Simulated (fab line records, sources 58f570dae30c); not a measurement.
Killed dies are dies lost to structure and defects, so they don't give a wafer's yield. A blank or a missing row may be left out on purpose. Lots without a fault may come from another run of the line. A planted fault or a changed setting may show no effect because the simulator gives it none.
fab line records | flow berkeley_cmos170 | part 1 of 2: steps 1 to 28 of 38
record lots=5 wafers=15 last_day=13
route steps=331 shown V1@270 M2@271 V2@292
lots that met no fault: from a run of the same line without faults
start_h: hours from the record's first day to the start of the lot's first wafer shown | wait_h: hours since the lot's step before | " the same as in the row above | L1.1+2: a row that stands for several wafers | - no value, or no start given | * or withheld: withheld | < > ~ a bound
route shown NAME@n: a module of which the file shows steps, and the number in the route of the first | usual: mean/standard deviation of fault-free wafers | same: alike in all rows | chamber/n: place in a boat | sites: the reading at each site | _std_site: their standard deviation | _edge_site: outer sites' mean less inner sites' | radius_mm: how far each site lies from the wafer's centre | mask NAME#n: copy n | behind: the tool/chamber that last shaped the wafer | hold: why the lot was held/for how many hours/how that ended | device: the transistor (n, p or np) that didn't switch | end of line: the same wafers' tests at the end of the route | a step without rows: its recipe alone | killed: dies lost to structure and defects at the first sort, not the wafer's yield | map: a wafer's dies, x killed, . not, _ none there
set.NAME: the setting as run; set.NAME@STEP: as run at that earlier step | model.NAME: the simulator's own value behind a step, which no gauge read
lots at some steps of the route; a table a step, a row a wafer
services: from which hour (start_h, from the record's first day; less than 0 if before it) a tool's chamber was out of use, for how many hours, and why
## steps
# step UCB170_V1_CD_MEAS_90
# recipe target_cd_nm=700
# usual cd_nm=700.1/1.3
# columns lot.wafer tool chamber start_h wait_h cd_nm
L079.2 cd_sem-02 - 198.10 0.1 698.8
L079.4 " - " " 699.4
L079.5 " - " " 698.8
L083.2 cd_sem-01 - 225.29 0.1 700.4
L083.3 " - " " 698.9
L083.5 " - " " 698.0
L093.1 cd_sem-02 - 273.08 0.1 699.2
L093.2 " - " " 700.6
L093.3 " - " " 700.2
L095.1 cd_sem-01 - 295.72 0.1 699.9
L095.3 " - " " 698.3
L095.4 " - " " 701.3
L096.1 cd_sem-02 - 297.36 0.1 700.0
L096.2 " - " " 701.2
L096.4 " - " " 701.3
# step UCB170_M2_PRE_CLEAN_00
# recipe gas=Ar preclean_etch_time_s=60
# columns lot.wafer tool chamber start_h wait_h
L079.2+4+5 pvd_sputter-03 - 198.20 0.1
L083.2+3+5 pvd_sputter-03 - 225.39 0.1
L093.1+2+3 pvd_sputter-04 - 273.20 0.1
L095.1+3+4 pvd_sputter-04 - 295.84 0.1
L096.1+2+4 pvd_sputter-04 - 297.48 0.1
# step UCB170_M2_SPUTTER_01
# recipe material=Al target_thk_nm=900 time_s=120 power_w=6000 chamber_pressure_pa=0.5
# usual chamber_pressure_pa=0.5001/0.00092 throttle_valve_pct=30.2/0.75
# columns lot.wafer tool chamber start_h wait_h chamber_pressure_pa throttle_valve_pct
L079.2 pvd_sputter-03 - 198.26 0.0 0.5005 30.1
L079.4 " - " " 0.4989 30.3
L079.5 " - " " 0.4990 31.2
L083.2 pvd_sputter-03 - 225.47 0.0 0.4992 31.2
L083.3 " - " " 0.5003 30.0
L083.5 " - " " 0.4991 30.5
L093.1 pvd_sputter-04 - 273.27 0.0 0.5005 31.2
L093.2 " - " " 0.4999 30.9
L093.3 " - " " 0.5012 29.3
L095.1 pvd_sputter-04 - 295.90 0.0 0.5005 30.0
L095.3 " - " " 0.4986 30.7
L095.4 " - " " 0.4982 28.8
L096.1 pvd_sputter-04 - 297.55 0.0 0.4989 30.9
L096.2 " - " " 0.4996 31.0
L096.4 " - " " 0.4994 29.1
# step UCB170_M2_RS_MEAS_02
# recipe thk_meas_gauge=four-point-probe reads=Al_of_M2_SPUTTER_01
# usual M2_AL_RS=0.03225/0.00026
# columns lot.wafer tool chamber start_h wait_h M2_AL_RS[ohm/sq]
L079.2 film_metro-04 - 198.37 0.1 0.03208
L079.4 " - " " 0.03213
L079.5 " - " " 0.03227
L083.2 film_metro-04 - 225.58 0.1 0.03213
L083.3 " - " " 0.03216
L083.5 " - " " 0.03208
L093.1 film_metro-03 - 273.35 0.0 0.03253
L093.2 " - " " 0.03226
L093.3 " - " " 0.03229
L095.1 film_metro-02 - 295.99 0.0 0.03176
L095.3 " - " " 0.03195
L095.4 " - " " 0.0318
L096.1 film_metro-02 - 297.63 0.0 0.03203
L096.2 " - " " 0.03198
L096.4 " - " " 0.0321
# step UCB170_M2_THK_MEAS_03
# recipe thk_meas_gauge=xrf reads=Al_of_M2_SPUTTER_01
# usual M2_AL_THK=885/9
# columns lot.wafer tool chamber start_h wait_h M2_AL_THK[nm]
L079.2 film_metro-04 - 198.48 0.1 880
L079.4 " - " " 878
L079.5 " - " " 874
L083.2 film_metro-04 - 225.69 0.1 891
L083.3 " - " " 883
L083.5 " - " " 888
L093.1 film_metro-03 - 273.47 0.1 886
L093.2 " - " " 888
L093.3 " - " " 891
L095.1 film_metro-02 - 296.11 0.1 902
L095.3 " - " " 897
L095.4 " - " " 905
L096.1 film_metro-02 - 297.75 0.1 896
L096.2 " - " " 899
L096.4 " - " " 895
# step UCB170_M2_HMDS_04
# recipe prime_time_s=60 prime_temp_c=100
# same prime_time_s=60
# columns lot.wafer tool chamber start_h wait_h
L079.2+4+5 litho_track-01 0 198.55 0.1
L083.2+3+5 litho_track-01 0 225.77 0.1
L093.1+2+3 litho_track-04 0 273.53 0.1
L095.1+3+4 litho_track-04 0 296.17 0.1
L096.1+2+4 litho_track-04 0 297.86 0.1
# step UCB170_M2_COAT_05
# recipe resist=KrF spin_rpm=1500 resist_thk_nm=900
# usual spin_speed_rpm=1500.0/0.82
# columns lot.wafer tool chamber start_h wait_h spin_speed_rpm
L079.2 litho_track-01 0 198.70 0.1 1499.1
L079.4 " 0 " " 1499.0
L079.5 " 0 " " 1500.4
L083.2 litho_track-01 0 225.92 0.1 1500.1
L083.3 " 0 " " 1500.8
L083.5 " 0 " " 1500.7
L093.1 litho_track-04 0 273.68 0.1 1500.7
L093.2 " 0 " " 1498.3
L093.3 " 0 " " 1500.2
L095.1 litho_track-04 0 296.32 0.1 1499.1
L095.3 " 0 " " 1499.8
L095.4 " 0 " " 1499.7
L096.1 litho_track-04 0 298.01 0.1 1499.9
L096.2 " 0 " " 1500.9
L096.4 " 0 " " 1499.4
# step UCB170_M2_SOFTBAKE_06
# recipe resist=KrF temp_c=130 time_s=60
# columns lot.wafer tool chamber start_h wait_h
L079.2+4+5 litho_track-01 0 198.85 0.1
L083.2+3+5 litho_track-01 0 226.07 0.1
L093.1+2+3 litho_track-04 0 273.83 0.1
L095.1+3+4 litho_track-04 0 296.47 0.1
L096.1+2+4 litho_track-04 0 298.16 0.1
# step UCB170_M2_STRIP_07
# recipe chemistry=O2 power_w=400 pressure_mtorr=3500 platen_temp_c=withheld o2_flow_sccm=400 overash_fraction=0.5
# usual chamber_pressure_mTorr=3500/3.3 drypump_motor_current_A=6.1/0.43 oes_product_au=0.734/0.0046 strip_time_to_endpoint_s=21.97/0.065
# columns lot.wafer tool chamber start_h wait_h chamber_pressure_mTorr drypump_motor_current_A oes_product_au rf_hours_counter_h strip_time_to_endpoint_s
L079.2 plasma_asher-01 1 198.98 0.1 3500 5.3 0.734 42 22.04
L079.4 " 1 " " 3500 5.3 0.740 - 22.04
L079.5 " 0 " " 3498 6.5 0.738 - 22.02
L083.2 plasma_asher-01 1 226.19 0.1 3497 5.3 0.738 45 22.03
L083.3 " 1 " " 3504 5.4 0.731 - 22.06
L083.5 " 0 " " 3499 6.5 0.733 - 22.08
L093.1 plasma_asher-01 1 273.98 0.1 3498 5.3 0.730 49 22.02
L093.2 " 0 " " 3499 6.6 0.735 49 21.93
L093.3 " 1 " " 3501 5.4 0.731 - 21.93
L095.1 plasma_asher-01 0 296.62 0.1 3501 6.5 0.729 51 21.95
L095.3 " 1 " " 3503 5.4 0.730 - 21.86
L095.4 " 0 " " 3505 6.5 0.727 - 21.89
L096.1 plasma_asher-04 0 298.31 0.1 3503 6.4 0.739 61 21.89
L096.2 " 1 " " 3501 6.5 0.740 61 21.91
L096.4 " 0 " " 3508 6.3 0.735 - 21.90
# step UCB170_M2_STRIP_08
# recipe chemistry=DMSO temp_c=80 time_s=600 material=KrF
# columns lot.wafer tool chamber start_h wait_h
L079.2+4+5 wet_bench-02 2 200.39 1.4
L083.2+3+5 wet_bench-02 3 226.29 0.1
L093.1+2+3 wet_bench-03 3 274.08 0.1
L095.1+3+4 wet_bench-03 2 296.72 0.1
L096.1+2+4 wet_bench-03 1 298.48 0.1
# step UCB170_M2_COAT_09
# recipe resist=BARC temp_c=withheld time_s=withheld spin_rpm=3000 resist_thk_nm=withheld
# usual spin_speed_rpm=3000.0/1.8
# columns lot.wafer tool chamber start_h wait_h spin_speed_rpm
L079.2 litho_track-01 0 200.59 0.0 2999.8
L079.4 " 0 " " 2999.3
L079.5 " 0 " " 2999.9
L083.2 litho_track-04 0 226.49 0.0 3000.6
L083.3 " 0 " " 3002.1
L083.5 " 0 " " 2999.5
L093.1 litho_track-01 0 274.25 0.0 3000.2
L093.2 " 0 " " 3002.7
L093.3 " 0 " " 3002.1
L095.1 litho_track-02 0 296.89 0.0 2999.8
L095.3 " 0 " " 2997.6
L095.4 " 0 " " 2998.0
L096.1 litho_track-01 0 298.83 0.0 2999.4
L096.2 " 0 " " 2998.1
L096.4 " 0 " " 3002.4
# step UCB170_M2_COAT_10
# recipe resist=KrF spin_rpm=1500 resist_thk_nm=900
# usual spin_speed_rpm=1500.0/0.92
# columns lot.wafer tool chamber start_h wait_h spin_speed_rpm
L079.2 litho_track-01 0 - - 1500.6
L079.4 " 0 " " 1500.0
L079.5 " 0 " " 1499.1
L083.2 litho_track-04 0 - - 1499.8
L083.3 " 0 " " 1497.8
L083.5 " 0 " " 1499.2
L093.1 litho_track-01 0 - - 1499.6
L093.2 " 0 " " 1501.2
L093.3 " 0 " " 1498.6
L095.1 litho_track-02 0 - - 1499.3
L095.3 " 0 " " 1501.7
L095.4 " 0 " " 1500.5
L096.1 litho_track-01 0 - - 1500.4
L096.2 " 0 " " 1500.6
L096.4 " 0 " " 1501.2
# step UCB170_M2_SOFTBAKE_11
# recipe resist=KrF temp_c=130 time_s=60
# columns lot.wafer tool chamber start_h wait_h
L079.2+4+5 litho_track-01 0 - -
L083.2+3+5 litho_track-04 0 - -
L093.1+2+3 litho_track-01 0 - -
L095.1+3+4 litho_track-02 0 - -
L096.1+2+4 litho_track-01 0 - -
# step UCB170_M2_EXPOSE_12
# recipe mask_id=METAL2 target_cd_nm=700 na=0.5 sigma_outer=0.6 source_shape=conventional dose_mj=26
# columns lot.wafer tool chamber start_h wait_h mask
L079.2+4+5 krf_scanner-01 0 201.03 - METAL2#0
L083.2+3+5 krf_scanner-02 0 226.93 - METAL2#0
L093.1+2+3 krf_scanner-02 0 274.83 - METAL2#0
L095.1+3+4 krf_scanner-01 0 297.47 - METAL2#0
L096.1+2+4 krf_scanner-02 0 299.41 - METAL2#0
# step UCB170_M2_PEB_13
# recipe peb_temp_c=130 peb_time_s=withheld resist=KrF
# columns lot.wafer tool chamber start_h wait_h
L079.2+4+5 litho_track-01 0 201.16 0.1
L083.2+3+5 litho_track-04 0 227.39 0.4
L093.1+2+3 litho_track-04 0 274.95 0.1
L095.1+3+4 litho_track-04 0 297.58 0.1
L096.1+2+4 litho_track-01 0 299.53 0.1
# step UCB170_M2_DEVELOP_14
# recipe developer=TMAH develop_time_s=45 resist=KrF dev_temp_c=21
# columns lot.wafer tool chamber start_h wait_h
L079.2+4+5 litho_track-01 0 - -
L083.2+3+5 litho_track-04 0 - -
L093.1+2+3 litho_track-04 0 - -
L095.1+3+4 litho_track-04 0 - -
L096.1+2+4 litho_track-01 0 - -
# step UCB170_M2_CD_MEAS_15
# recipe target_cd_nm=700
# usual cd_nm=699.8/1.6
# columns lot.wafer tool chamber start_h wait_h cd_nm
L079.2 cd_sem-02 - 201.43 - 700.4
L079.4 " - " " 702.6
L079.5 " - " " 701.8
L083.2 cd_sem-02 - 227.66 - 696.6
L083.3 " - " " 697.0
L083.5 " - " " 698.0
L093.1 cd_sem-02 - 275.22 - 699.6
L093.2 " - " " 699.6
L093.3 " - " " 698.8
L095.1 cd_sem-01 - 297.86 - 702.2
L095.3 " - " " 702.8
L095.4 " - " " 701.5
L096.1 cd_sem-02 - 299.80 - 699.8
L096.2 " - " " 700.9
L096.4 " - " " 700.8
# step UCB170_M2_OVL_MEAS_16
# usual M2_OVL=-3/4.7
# columns lot.wafer tool chamber start_h wait_h M2_OVL[nm]
L079.2 overlay-01 - 201.53 0.1 5
L079.4 " - " " -3
L079.5 " - " " -5
L083.2 overlay-02 - 227.77 0.1 2
L083.3 " - " " 2
L083.5 " - " " 0
L093.1 overlay-02 - 275.34 0.1 -1
L093.2 " - " " -4
L093.3 " - " " -6
L095.1 overlay-01 - 297.98 0.1 -8
L095.3 " - " " -7
L095.4 " - " " -1
L096.1 overlay-02 - 299.92 0.1 -5
L096.2 " - " " -10
L096.4 " - " " -10
# step UCB170_M2_ETCH_17
# recipe chemistry=N2/H2 target_depth_a=withheld overetch_a=withheld target=BARC time_s=withheld source_w=500 bias_w=100 pressure_mtorr=30 n2_flow_sccm=100 h2_flow_sccm=200
# usual chamber_pressure_mTorr=30.00/0.033 drypump_motor_current_A=5.3/0.36 oes_product_au=0.994/0.019 throttle_valve_pct=13.28/0.17
# columns lot.wafer tool chamber start_h wait_h chamber_pressure_mTorr drypump_motor_current_A oes_product_au throttle_valve_pct
L079.2 rie_diel-03 3 201.56 0.0 30.05 5.3 0.991 13.09
L079.4 " 1 " " 29.95 5.1 0.959 13.16
L079.5 " 3 " " 29.99 5.3 0.994 13.09
L083.2 rie_diel-03 1 227.80 0.0 30.02 5.1 0.982 13.17
L083.3 " 0 " " 30.05 4.8 1.014 13.31
L083.5 " 0 " " 29.95 4.7 1.005 13.32
L093.1 rie_diel-02 2 275.38 0.0 30.02 5.9 1.020 13.19
L093.2 " 3 " " 29.99 4.8 0.972 13.48
L093.3 " 1 " " 29.97 5.4 1.008 12.97
L095.1 rie_diel-03 2 298.01 0.0 30.03 5.3 1.016 13.39
L095.3 " 1 " " 29.98 5.1 0.976 13.21
L095.4 " 3 " " 30.01 5.3 1.008 13.09
L096.1 rie_diel-02 0 299.96 0.0 29.98 5.4 0.988 13.44
L096.2 " 1 " " 30.02 5.4 1.006 13.00
L096.4 " 2 " " 29.98 5.9 1.022 13.19
# step UCB170_M2_METAL_ETCH_18
# recipe chemistry=Cl2/BCl3 target=Al stop_on=SiO2 pressure_mtorr=12 target_depth_a=11700 over_etch_frac=0.3 time_s=195 icp_w=600 bias_w=120 Cl2_flow_sccm=90 bcl3_flow_sccm=45
# usual chamber_pressure_mTorr=12.000/0.01 drypump_motor_current_A=5.9/0.5 oes_product_au=0.852/0.015 throttle_valve_pct=24.33/0.2
# columns lot.wafer tool chamber start_h wait_h chamber_pressure_mTorr drypump_motor_current_A oes_product_au rf_hours_counter_h throttle_valve_pct
L079.2 rie_metal-01 0 201.60 - 11.992 6.4 0.848 10 24.50
L079.4 " 1 " " 12.014 6.0 0.836 - 24.33
L079.5 " 0 " " 12.005 6.4 0.841 - 24.50
L083.2 rie_metal-04 0 227.84 - 11.989 6.2 0.852 0 24.61
L083.3 " 0 " " 11.993 6.3 0.856 - 24.62
L083.5 " 0 " " 12.010 6.2 0.849 - 24.61
L093.1 rie_metal-04 1 275.42 - 11.996 6.1 0.853 9 24.11
L093.2 " 0 " " 12.004 6.2 0.850 1 24.62
L093.3 " 0 " " 12.006 6.2 0.847 - 24.62
L095.1 rie_metal-04 0 298.06 - 11.990 6.2 0.860 2 24.60
L095.3 " 1 " " 11.993 6.2 0.868 - 24.10
L095.4 " 0 " " 11.973 6.2 0.854 - 24.61
L096.1 rie_metal-04 1 300.00 - 12.005 6.1 0.870 10 24.09
L096.2 " 0 " " 12.008 6.2 0.845 2 24.60
L096.4 " 1 " " 12.003 6.2 0.875 - 24.09
# step UCB170_M2_STRIP_19
# recipe chemistry=O2 power_w=400 pressure_mtorr=3500 platen_temp_c=withheld o2_flow_sccm=400 overash_fraction=0.5
# usual chamber_pressure_mTorr=3500/3.1 drypump_motor_current_A=6.2/0.43 oes_product_au=0.537/0.0078
# columns lot.wafer tool chamber start_h wait_h chamber_pressure_mTorr drypump_motor_current_A oes_product_au rf_hours_counter_h
L079.2 plasma_asher-01 0 201.79 0.1 3501 6.5 0.543 42
L079.4 " 1 " " 3498 5.4 0.528 -
L079.5 " 0 " " 3495 6.6 0.545 -
L083.2 plasma_asher-03 1 228.03 0.1 3501 5.9 0.525 12
L083.3 " 0 " " 3499 6.1 0.528 -
L083.5 " 1 " " 3501 5.9 0.529 -
L093.1 plasma_asher-01 1 275.61 0.1 3497 5.3 0.535 49
L093.2 " 0 " " 3499 6.6 0.522 49
L093.3 " 1 " " 3497 5.4 0.521 -
L095.1 plasma_asher-01 1 298.24 0.1 3501 5.4 0.529 52
L095.3 " 1 " " 3496 5.4 0.551 -
L095.4 " 0 " " 3499 6.5 0.529 -
L096.1 plasma_asher-03 1 300.19 0.1 3497 5.9 0.534 19
L096.2 " 0 " " 3500 6.1 0.528 19
L096.4 " 1 " " 3503 5.9 0.531 -
# step UCB170_M2_CD_MEAS_90
# recipe target_cd_nm=700
# usual cd_nm=699.2/2.7
# columns lot.wafer tool chamber start_h wait_h cd_nm
L079.2 cd_sem-01 - 201.91 0.1 696.9
L079.4 " - " " 699.0
L079.5 " - " " 701.0
L083.2 cd_sem-01 - 228.15 0.1 695.6
L083.3 " - " " 696.8
L083.5 " - " " 699.4
L093.1 cd_sem-02 - 275.71 0.1 698.6
L093.2 " - " " 698.9
L093.3 " - " " 698.7
L095.1 cd_sem-02 - 298.34 0.1 700.8
L095.3 " - " " 703.9
L095.4 " - " " 701.8
L096.1 cd_sem-01 - 300.29 0.1 699.8
L096.2 " - " " 702.9
L096.4 " - " " 702.3
# step UCB170_V2_CVD_00
# recipe material=SiO2 target_thk_nm=2000 temp_c=390 precursor=TEOS/O2 time_s=250 rf_w=550 pressure_mtorr=9000
# usual heater_power_w=249/67
# columns lot.wafer tool chamber start_h wait_h heater_power_w since_wet_clean_h
L079.2 pecvd-02 1 202.01 0.1 421 53
L079.4 " 1 " " 303 -
L079.5 " 1 " " 398 -
L083.2 pecvd-02 0 228.25 0.1 304 79
L083.3 " 2 " " 221 79
L083.5 " 0 " " 229 -
L093.1 pecvd-01 2 275.83 0.1 209 19
L093.2 " 0 " " 163 19
L093.3 " 1 " " 202 19
L095.1 pecvd-02 1 298.46 0.1 344 149
L095.3 " 0 " " 336 149
L095.4 " 2 " " 238 -
L096.1 pecvd-02 0 300.41 0.1 335 151
L096.2 " 2 " " 189 151
L096.4 " 0 " " 232 -
# step UCB170_V2_THK_MEAS_01
# recipe reads=SiO2_of_V2_CVD_00
# usual V2_TEOS_THK=1998/25
# columns lot.wafer tool chamber start_h wait_h V2_TEOS_THK[nm]
L079.2 film_metro-01 - 202.25 0.2 1976
L079.4 " - " " 2003
L079.5 " - " " 2000
L083.2 film_metro-04 - 228.41 0.1 1957
L083.3 " - " " 1981
L083.5 " - " " 2017
L093.1 film_metro-01 - 275.98 0.1 1965
L093.2 " - " " 1981
L093.3 " - " " 1982
L095.1 film_metro-04 - 298.62 0.1 1960
L095.3 " - " " 1962
L095.4 " - " " 1999
L096.1 film_metro-04 - 300.56 0.1 1957
L096.2 " - " " 1983
L096.4 " - " " 1980
# step UCB170_V2_CMP_02
# recipe material=SiO2 down_force_psi=6 platen_rpm=60 pad_velocity_m_s=0.75398
# usual motor_current_A=15.2/1.2 slurry_flow_ml_min=150.0/0.45
# columns lot.wafer tool chamber start_h wait_h motor_current_A slurry_flow_ml_min
L079.2 cmp-02 1 202.30 0.0 17.9 150.8
L079.4 " 2 " " 15.4 150.1
L079.5 " 1 " " 16.5 150.4
L083.2 cmp-02 0 228.51 0.1 12.7 149.9
L083.3 " 2 " " 16.3 150.5
L083.5 " 3 " " 15.3 150.3
L093.2 cmp-01 3 276.04 0.0 15.6 150.2
L093.1 " 0 " " 16.5 150.1
L093.3 " 2 " " 14.9 150.4
L095.1 cmp-01 1 298.68 0.1 15.0 149.0
L095.4 " 2 " " 14.0 150.5
L095.3 " 3 " " 16.2 150.3
L096.2 cmp-02 2 300.62 0.0 17.3 149.7
L096.1 " 3 " " 16.5 149.6
L096.4 " 0 " " 13.3 150.2
# step UCB170_V2_BOW_MEAS_03
# recipe mode=bow
# usual V2_BOW=37/7.2
# columns lot.wafer tool chamber start_h wait_h V2_BOW[um]
L079.2 film_metro-02 - 202.62 0.3 21
L079.4 " - " " 33
L079.5 " - " " 25
L083.2 film_metro-01 - 228.78 0.2 42
L083.3 " - " " 37
L083.5 " - " " 33
L093.1 film_metro-02 - 276.34 0.2 32
L093.2 " - " " 40
L093.3 " - " " 32
L095.1 film_metro-02 - 298.98 0.2 41
L095.3 " - " " 29
L095.4 " - " " 43
L096.1 film_metro-04 - 300.92 0.2 41
L096.2 " - " " 41
L096.4 " - " " 40
# step UCB170_V2_THK_MEAS_04
# recipe reads=SiO2_of_V2_CVD_00
# usual V2_POLISHED_THK=1000.0/1
# columns lot.wafer tool chamber start_h wait_h V2_POLISHED_THK[nm]
L079.2 film_metro-02 - 202.73 0.1 1002.3
L079.4 " - " " 1001.0
L079.5 " - " " 1000.6
L083.2 film_metro-01 - 228.89 0.1 998.9
L083.3 " - " " 997.7
L083.5 " - " " 999.7
L093.1 film_metro-02 - 276.46 0.1 1000.7
L093.2 " - " " 999.5
L093.3 " - " " 999.1
L095.1 film_metro-02 - 299.10 0.1 1000.4
L095.3 " - " " 1001.0
L095.4 " - " " 1000.0
L096.1 film_metro-04 - 301.04 0.1 1001.5
L096.2 " - " " 1001.5
L096.4 " - " " 1001.0
# step UCB170_V2_CLEAN_05
# recipe chemistry=DIW
# columns lot.wafer tool chamber start_h wait_h
L079.2+4+5 wet_bench-02 2 202.78 0.0
L083.2+3+5 wet_bench-03 0 228.94 0.0
L093.1+2+3 wet_bench-03 2 276.59 0.1
L095.1+3+4 wet_bench-03 0 299.16 0.1
L096.1+2+4 wet_bench-03 1 301.10 0.1
